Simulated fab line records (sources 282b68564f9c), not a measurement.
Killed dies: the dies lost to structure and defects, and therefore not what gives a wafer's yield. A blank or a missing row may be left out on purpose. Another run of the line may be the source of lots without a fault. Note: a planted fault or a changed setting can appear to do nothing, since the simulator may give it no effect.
fab line records / flow rit_cmos
[record] lots = 14 wafers = 42 last_day = 7
route steps=202 shown ACTIVE@1 PWELL@44 FOX2@80
lots that met no fault: taken from a fault-free run of the same line
start_h: hours from the record's first day to the start of the lot's first wafer shown / wait_h: hours elapsed since this lot's preceding step / " repeats the value in the row above / L1.1+2: a row that stands for several wafers / - value missing, or start not given / * or withheld: withheld / < > ~ a bound
route shown NAME@n: names a module that has steps shown in the file, with the first one's number in the route / usual: average and standard deviation across the fault-free wafers / same: alike in all rows / chamber/n: place in a boat / sites: the reading at each site / _std_site: their standard deviation / _edge_site: the outer-site mean with the inner-site mean subtracted / radius_mm: for every site, how far away it sits from the centre of the wafer / mask NAME#n: copy n / behind: the most recent tool/chamber to have shaped the wafer / hold: cause of the lot's hold/its duration in hours/its outcome / device: names the non-switching transistor (n, p or np) / end of line: tests run on the same wafers once the route is complete / a step with no rows: only its recipe / killed: not the wafer's yield, but the dies lost to structure and defects at the first sort / map: dies across one wafer; x = killed, . = not, _ = none there
set.NAME: the run value of the setting; set.NAME@STEP: its run value at that earlier step / model.NAME: the simulator's own value behind a step, which no gauge read
a sample of lots followed through the steps of the route, with each step as a table and each wafer as a row
[[steps]]
[step RIT_ACTIVE_BOW_MEAS_00]
[recipe] mode = bow
[usual] INCOMING_BOW = 0/7.2
lot.wafer=L103.1 tool=film_metro-03 chamber=- start_h=15.00 wait_h=- INCOMING_BOW[um]=13
lot.wafer=L103.4 tool=film_metro-03 chamber=- start_h=15.00 wait_h=- INCOMING_BOW[um]=0
lot.wafer=L103.5 tool=film_metro-03 chamber=- start_h=15.00 wait_h=- INCOMING_BOW[um]=0
lot.wafer=L105.2 tool=film_metro-02 chamber=- start_h=25.02 wait_h=- INCOMING_BOW[um]=8
lot.wafer=L105.3 tool=film_metro-02 chamber=- start_h=25.02 wait_h=- INCOMING_BOW[um]=-4
lot.wafer=L105.6 tool=film_metro-02 chamber=- start_h=25.02 wait_h=- INCOMING_BOW[um]=0
lot.wafer=L106.2 tool=film_metro-03 chamber=- start_h=30.02 wait_h=- INCOMING_BOW[um]=-3
lot.wafer=L106.3 tool=film_metro-03 chamber=- start_h=30.02 wait_h=- INCOMING_BOW[um]=4
lot.wafer=L106.6 tool=film_metro-03 chamber=- start_h=30.02 wait_h=- INCOMING_BOW[um]=1
lot.wafer=L110.2 tool=film_metro-01 chamber=- start_h=50.02 wait_h=- INCOMING_BOW[um]=-1
lot.wafer=L110.4 tool=film_metro-01 chamber=- start_h=50.02 wait_h=- INCOMING_BOW[um]=16
lot.wafer=L110.6 tool=film_metro-01 chamber=- start_h=50.02 wait_h=- INCOMING_BOW[um]=-14
lot.wafer=L111.3 tool=film_metro-01 chamber=- start_h=55.04 wait_h=- INCOMING_BOW[um]=2
lot.wafer=L111.4 tool=film_metro-01 chamber=- start_h=55.04 wait_h=- INCOMING_BOW[um]=-5
lot.wafer=L111.5 tool=film_metro-01 chamber=- start_h=55.04 wait_h=- INCOMING_BOW[um]=-4
lot.wafer=L112.1 tool=film_metro-02 chamber=- start_h=60.00 wait_h=- INCOMING_BOW[um]=-3
lot.wafer=L112.2 tool=film_metro-02 chamber=- start_h=60.00 wait_h=- INCOMING_BOW[um]=-13
lot.wafer=L112.3 tool=film_metro-02 chamber=- start_h=60.00 wait_h=- INCOMING_BOW[um]=-12
lot.wafer=L113.2 tool=film_metro-03 chamber=- start_h=65.02 wait_h=- INCOMING_BOW[um]=1
lot.wafer=L113.3 tool=film_metro-03 chamber=- start_h=65.02 wait_h=- INCOMING_BOW[um]=-2
lot.wafer=L113.6 tool=film_metro-03 chamber=- start_h=65.02 wait_h=- INCOMING_BOW[um]=-12
lot.wafer=L117.1 tool=film_metro-02 chamber=- start_h=85.00 wait_h=- INCOMING_BOW[um]=-5
lot.wafer=L117.3 tool=film_metro-02 chamber=- start_h=85.00 wait_h=- INCOMING_BOW[um]=5
lot.wafer=L117.4 tool=film_metro-02 chamber=- start_h=85.00 wait_h=- INCOMING_BOW[um]=7
lot.wafer=L118.2 tool=film_metro-02 chamber=- start_h=90.02 wait_h=- INCOMING_BOW[um]=-6
lot.wafer=L118.4 tool=film_metro-02 chamber=- start_h=90.02 wait_h=- INCOMING_BOW[um]=-7
lot.wafer=L118.5 tool=film_metro-02 chamber=- start_h=90.02 wait_h=- INCOMING_BOW[um]=-11
lot.wafer=L119.3 tool=film_metro-02 chamber=- start_h=95.04 wait_h=- INCOMING_BOW[um]=-5
lot.wafer=L119.5 tool=film_metro-02 chamber=- start_h=95.04 wait_h=- INCOMING_BOW[um]=5
lot.wafer=L119.6 tool=film_metro-02 chamber=- start_h=95.04 wait_h=- INCOMING_BOW[um]=1
lot.wafer=L120.1 tool=film_metro-01 chamber=- start_h=100.00 wait_h=- INCOMING_BOW[um]=-6
lot.wafer=L120.2 tool=film_metro-01 chamber=- start_h=100.00 wait_h=- INCOMING_BOW[um]=6
lot.wafer=L120.5 tool=film_metro-01 chamber=- start_h=100.00 wait_h=- INCOMING_BOW[um]=-5
lot.wafer=L122.2 tool=film_metro-03 chamber=- start_h=110.02 wait_h=- INCOMING_BOW[um]=-13
lot.wafer=L122.3 tool=film_metro-03 chamber=- start_h=110.02 wait_h=- INCOMING_BOW[um]=3
lot.wafer=L122.5 tool=film_metro-03 chamber=- start_h=110.02 wait_h=- INCOMING_BOW[um]=-1
lot.wafer=L123.1 tool=film_metro-02 chamber=- start_h=115.00 wait_h=- INCOMING_BOW[um]=9
lot.wafer=L123.3 tool=film_metro-02 chamber=- start_h=115.00 wait_h=- INCOMING_BOW[um]=-21
lot.wafer=L123.6 tool=film_metro-02 chamber=- start_h=115.00 wait_h=- INCOMING_BOW[um]=9
lot.wafer=L125.1 tool=film_metro-02 chamber=- start_h=125.00 wait_h=- INCOMING_BOW[um]=-2
lot.wafer=L125.2 tool=film_metro-02 chamber=- start_h=125.00 wait_h=- INCOMING_BOW[um]=-3
lot.wafer=L125.4 tool=film_metro-02 chamber=- start_h=125.00 wait_h=- INCOMING_BOW[um]=8
[step RIT_PWELL_DEVELOP_05]
[recipe] resist = NOVOLAK develop_time_s = 68 dev_temp_c = 23
[usual] chill_plate_temp_C = 23.00/0.11 develop_time_s = 68/0
lot.wafer=L103.1 tool=litho_track-02 chamber=0 start_h=31 wait_h=- chill_plate_temp_C=23.04 develop_time_s=68
lot.wafer=L103.4 tool=litho_track-02 chamber=0 start_h=31 wait_h=- chill_plate_temp_C=22.90 develop_time_s=68
lot.wafer=L103.5 tool=litho_track-02 chamber=0 start_h=31 wait_h=- chill_plate_temp_C=22.97 develop_time_s=68
lot.wafer=L105.2 tool=litho_track-02 chamber=0 start_h=37 wait_h=- chill_plate_temp_C=22.99 develop_time_s=68
lot.wafer=L105.3 tool=litho_track-02 chamber=0 start_h=37 wait_h=- chill_plate_temp_C=22.91 develop_time_s=68
lot.wafer=L105.6 tool=litho_track-02 chamber=0 start_h=37 wait_h=- chill_plate_temp_C=22.95 develop_time_s=68
lot.wafer=L106.2 tool=litho_track-03 chamber=0 start_h=46 wait_h=- chill_plate_temp_C=23.05 develop_time_s=68
lot.wafer=L106.3 tool=litho_track-03 chamber=0 start_h=46 wait_h=- chill_plate_temp_C=23.07 develop_time_s=68
lot.wafer=L106.6 tool=litho_track-03 chamber=0 start_h=46 wait_h=- chill_plate_temp_C=23.11 develop_time_s=68
lot.wafer=L111.3 tool=litho_track-02 chamber=- start_h=68 wait_h=- chill_plate_temp_C=- develop_time_s=-
lot.wafer=L111.4 tool=litho_track-02 chamber=- start_h=68 wait_h=- chill_plate_temp_C=- develop_time_s=-
lot.wafer=L111.5 tool=litho_track-02 chamber=- start_h=68 wait_h=- chill_plate_temp_C=- develop_time_s=-
lot.wafer=L110.2 tool=litho_track-02 chamber=- start_h=69 wait_h=- chill_plate_temp_C=- develop_time_s=-
lot.wafer=L110.4 tool=litho_track-02 chamber=- start_h=69 wait_h=- chill_plate_temp_C=- develop_time_s=-
lot.wafer=L110.6 tool=litho_track-02 chamber=- start_h=69 wait_h=- chill_plate_temp_C=- develop_time_s=-
lot.wafer=L112.1 tool=litho_track-02 chamber=0 start_h=76 wait_h=- chill_plate_temp_C=23.02 develop_time_s=68
lot.wafer=L112.2 tool=litho_track-02 chamber=0 start_h=76 wait_h=- chill_plate_temp_C=23.12 develop_time_s=68
lot.wafer=L112.3 tool=litho_track-02 chamber=0 start_h=76 wait_h=- chill_plate_temp_C=23.11 develop_time_s=68
lot.wafer=L113.2 tool=litho_track-02 chamber=0 start_h=82 wait_h=- chill_plate_temp_C=22.98 develop_time_s=68
lot.wafer=L113.3 tool=litho_track-02 chamber=0 start_h=82 wait_h=- chill_plate_temp_C=22.97 develop_time_s=68
lot.wafer=L113.6 tool=litho_track-02 chamber=0 start_h=82 wait_h=- chill_plate_temp_C=23.02 develop_time_s=68
lot.wafer=L117.1 tool=litho_track-01 chamber=0 start_h=100 wait_h=- chill_plate_temp_C=23.06 develop_time_s=68
lot.wafer=L117.3 tool=litho_track-01 chamber=0 start_h=100 wait_h=- chill_plate_temp_C=22.93 develop_time_s=68
lot.wafer=L117.4 tool=litho_track-01 chamber=0 start_h=100 wait_h=- chill_plate_temp_C=23.12 develop_time_s=68
lot.wafer=L118.2 tool=litho_track-03 chamber=0 start_h=103 wait_h=- chill_plate_temp_C=22.98 develop_time_s=68
lot.wafer=L118.4 tool=litho_track-03 chamber=0 start_h=103 wait_h=- chill_plate_temp_C=22.96 develop_time_s=68
lot.wafer=L118.5 tool=litho_track-03 chamber=0 start_h=103 wait_h=- chill_plate_temp_C=22.93 develop_time_s=68
lot.wafer=L119.3 tool=litho_track-01 chamber=0 start_h=110 wait_h=- chill_plate_temp_C=23.02 develop_time_s=68
lot.wafer=L119.5 tool=litho_track-01 chamber=0 start_h=110 wait_h=- chill_plate_temp_C=22.98 develop_time_s=68
lot.wafer=L119.6 tool=litho_track-01 chamber=0 start_h=110 wait_h=- chill_plate_temp_C=22.79 develop_time_s=68
lot.wafer=L120.1 tool=litho_track-03 chamber=0 start_h=116 wait_h=- chill_plate_temp_C=22.80 develop_time_s=68
lot.wafer=L120.2 tool=litho_track-03 chamber=0 start_h=116 wait_h=- chill_plate_temp_C=22.84 develop_time_s=68
lot.wafer=L120.5 tool=litho_track-03 chamber=0 start_h=116 wait_h=- chill_plate_temp_C=22.92 develop_time_s=68
lot.wafer=L122.2 tool=litho_track-03 chamber=0 start_h=126 wait_h=- chill_plate_temp_C=22.94 develop_time_s=68
lot.wafer=L122.3 tool=litho_track-03 chamber=0 start_h=126 wait_h=- chill_plate_temp_C=22.98 develop_time_s=68
lot.wafer=L122.5 tool=litho_track-03 chamber=0 start_h=126 wait_h=- chill_plate_temp_C=23.14 develop_time_s=68
lot.wafer=L123.1 tool=litho_track-01 chamber=0 start_h=130 wait_h=- chill_plate_temp_C=23.19 develop_time_s=68
lot.wafer=L123.3 tool=litho_track-01 chamber=0 start_h=130 wait_h=- chill_plate_temp_C=23.24 develop_time_s=68
lot.wafer=L123.6 tool=litho_track-01 chamber=0 start_h=130 wait_h=- chill_plate_temp_C=23.17 develop_time_s=68
lot.wafer=L125.1 tool=litho_track-02 chamber=0 start_h=137 wait_h=- chill_plate_temp_C=23.09 develop_time_s=68
lot.wafer=L125.2 tool=litho_track-02 chamber=0 start_h=137 wait_h=- chill_plate_temp_C=22.91 develop_time_s=68
lot.wafer=L125.4 tool=litho_track-02 chamber=0 start_h=137 wait_h=- chill_plate_temp_C=22.99 develop_time_s=68
[step RIT_PWELL_OVL_MEAS_06]
[usual] PWELL_OVL = 0.5/1.1
lot.wafer=L103.1 tool=overlay-01 chamber=- start_h=32.04 wait_h=- PWELL_OVL[nm]=1.1
lot.wafer=L103.4 tool=overlay-01 chamber=- start_h=32.04 wait_h=- PWELL_OVL[nm]=0.1
lot.wafer=L103.5 tool=overlay-01 chamber=- start_h=32.04 wait_h=- PWELL_OVL[nm]=2.0
lot.wafer=L105.2 tool=overlay-02 chamber=- start_h=37.63 wait_h=- PWELL_OVL[nm]=-1.5
lot.wafer=L105.3 tool=overlay-02 chamber=- start_h=37.63 wait_h=- PWELL_OVL[nm]=0.5
lot.wafer=L105.6 tool=overlay-02 chamber=- start_h=37.63 wait_h=- PWELL_OVL[nm]=0.3
lot.wafer=L106.2 tool=overlay-01 chamber=- start_h=46.16 wait_h=- PWELL_OVL[nm]=1.0
lot.wafer=L106.3 tool=overlay-01 chamber=- start_h=46.16 wait_h=- PWELL_OVL[nm]=2.5
lot.wafer=L106.6 tool=overlay-01 chamber=- start_h=46.16 wait_h=- PWELL_OVL[nm]=0.9
lot.wafer=L111.3 tool=overlay-02 chamber=- start_h=68.91 wait_h=- PWELL_OVL[nm]=-
lot.wafer=L111.4 tool=overlay-02 chamber=- start_h=68.91 wait_h=- PWELL_OVL[nm]=-
lot.wafer=L111.5 tool=overlay-02 chamber=- start_h=68.91 wait_h=- PWELL_OVL[nm]=-
lot.wafer=L110.2 tool=overlay-01 chamber=- start_h=69.22 wait_h=- PWELL_OVL[nm]=-
lot.wafer=L110.4 tool=overlay-01 chamber=- start_h=69.22 wait_h=- PWELL_OVL[nm]=-
lot.wafer=L110.6 tool=overlay-01 chamber=- start_h=69.22 wait_h=- PWELL_OVL[nm]=-
lot.wafer=L112.1 tool=overlay-01 chamber=- start_h=76.76 wait_h=- PWELL_OVL[nm]=-0.2
lot.wafer=L112.2 tool=overlay-01 chamber=- start_h=76.76 wait_h=- PWELL_OVL[nm]=0.5
lot.wafer=L112.3 tool=overlay-01 chamber=- start_h=76.76 wait_h=- PWELL_OVL[nm]=-0.8
lot.wafer=L113.2 tool=overlay-02 chamber=- start_h=82.29 wait_h=- PWELL_OVL[nm]=0.1
lot.wafer=L113.3 tool=overlay-02 chamber=- start_h=82.29 wait_h=- PWELL_OVL[nm]=-0.8
lot.wafer=L113.6 tool=overlay-02 chamber=- start_h=82.29 wait_h=- PWELL_OVL[nm]=-0.1
lot.wafer=L117.1 tool=overlay-01 chamber=- start_h=100.37 wait_h=- PWELL_OVL[nm]=0.2
lot.wafer=L117.3 tool=overlay-01 chamber=- start_h=100.37 wait_h=- PWELL_OVL[nm]=1.3
lot.wafer=L117.4 tool=overlay-01 chamber=- start_h=100.37 wait_h=- PWELL_OVL[nm]=-0.4
lot.wafer=L118.2 tool=overlay-01 chamber=- start_h=103.33 wait_h=- PWELL_OVL[nm]=-0.1
lot.wafer=L118.4 tool=overlay-01 chamber=- start_h=103.33 wait_h=- PWELL_OVL[nm]=-2.5
lot.wafer=L118.5 tool=overlay-01 chamber=- start_h=103.33 wait_h=- PWELL_OVL[nm]=-0.8
lot.wafer=L119.3 tool=overlay-01 chamber=- start_h=110.99 wait_h=- PWELL_OVL[nm]=0.5
lot.wafer=L119.5 tool=overlay-01 chamber=- start_h=110.99 wait_h=- PWELL_OVL[nm]=0.3
lot.wafer=L119.6 tool=overlay-01 chamber=- start_h=110.99 wait_h=- PWELL_OVL[nm]=1.8
lot.wafer=L120.1 tool=overlay-02 chamber=- start_h=116.42 wait_h=- PWELL_OVL[nm]=0.1
lot.wafer=L120.2 tool=overlay-02 chamber=- start_h=116.42 wait_h=- PWELL_OVL[nm]=-0.6
lot.wafer=L120.5 tool=overlay-02 chamber=- start_h=116.42 wait_h=- PWELL_OVL[nm]=-0.3
lot.wafer=L122.2 tool=overlay-01 chamber=- start_h=126.70 wait_h=- PWELL_OVL[nm]=0.9
lot.wafer=L122.3 tool=overlay-01 chamber=- start_h=126.70 wait_h=- PWELL_OVL[nm]=1.7
lot.wafer=L122.5 tool=overlay-01 chamber=- start_h=126.70 wait_h=- PWELL_OVL[nm]=0.4
lot.wafer=L123.1 tool=overlay-02 chamber=- start_h=130.54 wait_h=- PWELL_OVL[nm]=0.2
lot.wafer=L123.3 tool=overlay-02 chamber=- start_h=130.54 wait_h=- PWELL_OVL[nm]=-0.9
lot.wafer=L123.6 tool=overlay-02 chamber=- start_h=130.54 wait_h=- PWELL_OVL[nm]=-1.0
lot.wafer=L125.1 tool=overlay-02 chamber=- start_h=137.67 wait_h=- PWELL_OVL[nm]=0.4
lot.wafer=L125.2 tool=overlay-02 chamber=- start_h=137.67 wait_h=- PWELL_OVL[nm]=0.5
lot.wafer=L125.4 tool=overlay-02 chamber=- start_h=137.67 wait_h=- PWELL_OVL[nm]=0.7
[step RIT_FOX2_THK_MEAS_91]
[recipe] reads = SiO2_of_FOX2_OXIDATION_00
[usual] FIELD_OXIDE_LEFT_2_THK = 254/6.6
lot.wafer=L103.1 tool=film_metro-02 chamber=- start_h=41.89 wait_h=0.0 FIELD_OXIDE_LEFT_2_THK[nm]=248
lot.wafer=L103.4 tool=film_metro-02 chamber=- start_h=41.89 wait_h=0.0 FIELD_OXIDE_LEFT_2_THK[nm]=248
lot.wafer=L103.5 tool=film_metro-02 chamber=- start_h=41.89 wait_h=0.0 FIELD_OXIDE_LEFT_2_THK[nm]=244
lot.wafer=L105.2 tool=film_metro-04 chamber=- start_h=49.24 wait_h=0.0 FIELD_OXIDE_LEFT_2_THK[nm]=249
lot.wafer=L105.3 tool=film_metro-04 chamber=- start_h=49.24 wait_h=0.0 FIELD_OXIDE_LEFT_2_THK[nm]=249
lot.wafer=L105.6 tool=film_metro-04 chamber=- start_h=49.24 wait_h=0.0 FIELD_OXIDE_LEFT_2_THK[nm]=252
lot.wafer=L106.2 tool=film_metro-04 chamber=- start_h=58.21 wait_h=0.0 FIELD_OXIDE_LEFT_2_THK[nm]=265
lot.wafer=L106.3 tool=film_metro-04 chamber=- start_h=58.21 wait_h=0.0 FIELD_OXIDE_LEFT_2_THK[nm]=260
lot.wafer=L106.6 tool=film_metro-04 chamber=- start_h=58.21 wait_h=0.0 FIELD_OXIDE_LEFT_2_THK[nm]=264
lot.wafer=L111.3 tool=film_metro-04 chamber=- start_h=79.06 wait_h=0.0 FIELD_OXIDE_LEFT_2_THK[nm]=251
lot.wafer=L111.4 tool=film_metro-04 chamber=- start_h=79.06 wait_h=0.0 FIELD_OXIDE_LEFT_2_THK[nm]=251
lot.wafer=L111.5 tool=film_metro-04 chamber=- start_h=79.06 wait_h=0.0 FIELD_OXIDE_LEFT_2_THK[nm]=243
lot.wafer=L110.2 tool=film_metro-04 chamber=- start_h=79.29 wait_h=0.0 FIELD_OXIDE_LEFT_2_THK[nm]=247
lot.wafer=L110.4 tool=film_metro-04 chamber=- start_h=79.29 wait_h=0.0 FIELD_OXIDE_LEFT_2_THK[nm]=252
lot.wafer=L110.6 tool=film_metro-04 chamber=- start_h=79.29 wait_h=0.0 FIELD_OXIDE_LEFT_2_THK[nm]=248
lot.wafer=L112.1 tool=film_metro-02 chamber=- start_h=87.30 wait_h=0.0 FIELD_OXIDE_LEFT_2_THK[nm]=264
lot.wafer=L112.2 tool=film_metro-02 chamber=- start_h=87.30 wait_h=0.0 FIELD_OXIDE_LEFT_2_THK[nm]=260
lot.wafer=L112.3 tool=film_metro-02 chamber=- start_h=87.30 wait_h=0.0 FIELD_OXIDE_LEFT_2_THK[nm]=264
lot.wafer=L113.2 tool=film_metro-01 chamber=- start_h=93.10 wait_h=0.0 FIELD_OXIDE_LEFT_2_THK[nm]=253
lot.wafer=L113.3 tool=film_metro-01 chamber=- start_h=93.10 wait_h=0.0 FIELD_OXIDE_LEFT_2_THK[nm]=254
lot.wafer=L113.6 tool=film_metro-01 chamber=- start_h=93.10 wait_h=0.0 FIELD_OXIDE_LEFT_2_THK[nm]=260
lot.wafer=L117.1 tool=film_metro-01 chamber=- start_h=110.49 wait_h=0.0 FIELD_OXIDE_LEFT_2_THK[nm]=253
lot.wafer=L117.3 tool=film_metro-01 chamber=- start_h=110.49 wait_h=0.0 FIELD_OXIDE_LEFT_2_THK[nm]=253
lot.wafer=L117.4 tool=film_metro-01 chamber=- start_h=110.49 wait_h=0.0 FIELD_OXIDE_LEFT_2_THK[nm]=258
lot.wafer=L118.2 tool=film_metro-04 chamber=- start_h=113.15 wait_h=0.0 FIELD_OXIDE_LEFT_2_THK[nm]=260
lot.wafer=L118.4 tool=film_metro-04 chamber=- start_h=113.15 wait_h=0.0 FIELD_OXIDE_LEFT_2_THK[nm]=263
lot.wafer=L118.5 tool=film_metro-04 chamber=- start_h=113.15 wait_h=0.0 FIELD_OXIDE_LEFT_2_THK[nm]=265
lot.wafer=L119.3 tool=film_metro-02 chamber=- start_h=120.95 wait_h=0.0 FIELD_OXIDE_LEFT_2_THK[nm]=255
lot.wafer=L119.5 tool=film_metro-02 chamber=- start_h=120.95 wait_h=0.0 FIELD_OXIDE_LEFT_2_THK[nm]=258
lot.wafer=L119.6 tool=film_metro-02 chamber=- start_h=120.95 wait_h=0.0 FIELD_OXIDE_LEFT_2_THK[nm]=259
lot.wafer=L120.1 tool=film_metro-04 chamber=- start_h=127.24 wait_h=0.0 FIELD_OXIDE_LEFT_2_THK[nm]=260
lot.wafer=L120.2 tool=film_metro-04 chamber=- start_h=127.24 wait_h=0.0 FIELD_OXIDE_LEFT_2_THK[nm]=258
lot.wafer=L120.5 tool=film_metro-04 chamber=- start_h=127.24 wait_h=0.0 FIELD_OXIDE_LEFT_2_THK[nm]=255
lot.wafer=L122.2 tool=film_metro-01 chamber=- start_h=136.51 wait_h=0.0 FIELD_OXIDE_LEFT_2_THK[nm]=254
lot.wafer=L122.3 tool=film_metro-01 chamber=- start_h=136.51 wait_h=0.0 FIELD_OXIDE_LEFT_2_THK[nm]=253
lot.wafer=L122.5 tool=film_metro-01 chamber=- start_h=136.51 wait_h=0.0 FIELD_OXIDE_LEFT_2_THK[nm]=257
lot.wafer=L123.1 tool=film_metro-01 chamber=- start_h=141.75 wait_h=0.0 FIELD_OXIDE_LEFT_2_THK[nm]=245
lot.wafer=L123.3 tool=film_metro-01 chamber=- start_h=141.75 wait_h=0.0 FIELD_OXIDE_LEFT_2_THK[nm]=245
lot.wafer=L123.6 tool=film_metro-01 chamber=- start_h=141.75 wait_h=0.0 FIELD_OXIDE_LEFT_2_THK[nm]=246
lot.wafer=L125.1 tool=film_metro-02 chamber=- start_h=147.76 wait_h=0.0 FIELD_OXIDE_LEFT_2_THK[nm]=238
lot.wafer=L125.2 tool=film_metro-02 chamber=- start_h=147.76 wait_h=0.0 FIELD_OXIDE_LEFT_2_THK[nm]=236
lot.wafer=L125.4 tool=film_metro-02 chamber=- start_h=147.76 wait_h=0.0 FIELD_OXIDE_LEFT_2_THK[nm]=237
[[key]]
[first_sign] step = RIT_PWELL_DEVELOP_05 reading = tool_record direction = missing
effect none on later readings
met_at RIT_PWELL_DEVELOP_05
struck_lots L110,L111
sort_left_out L110.2,L110.4,L110.6,L111.3,L111.4,L111.5
tester_left_out L110,L111
not_acting_at RIT_ACTIVE_BOW_MEAS_00,RIT_PWELL_OVL_MEAS_06,RIT_FOX2_THK_MEAS_91
onset_between 37 68
[fault] kind = skipped_step_whole tool = litho_track-02 chamber = - onset_h = 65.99 steps = RIT_PWELL_DEVELOP_05 scope = struck_lots_only
// tester_left_out: of these lots the tester's yield and bins aren't shown, on N5 and GAA mostly nor the transistor test; their killed dies are dies lost to structure and defects alone, not to doping, threshold or leakage, so they don't give the yield
// sort_left_out: the simulated sort isn't trusted on such a fault, so these wafers' sort isn't shown, and their yield isn't known
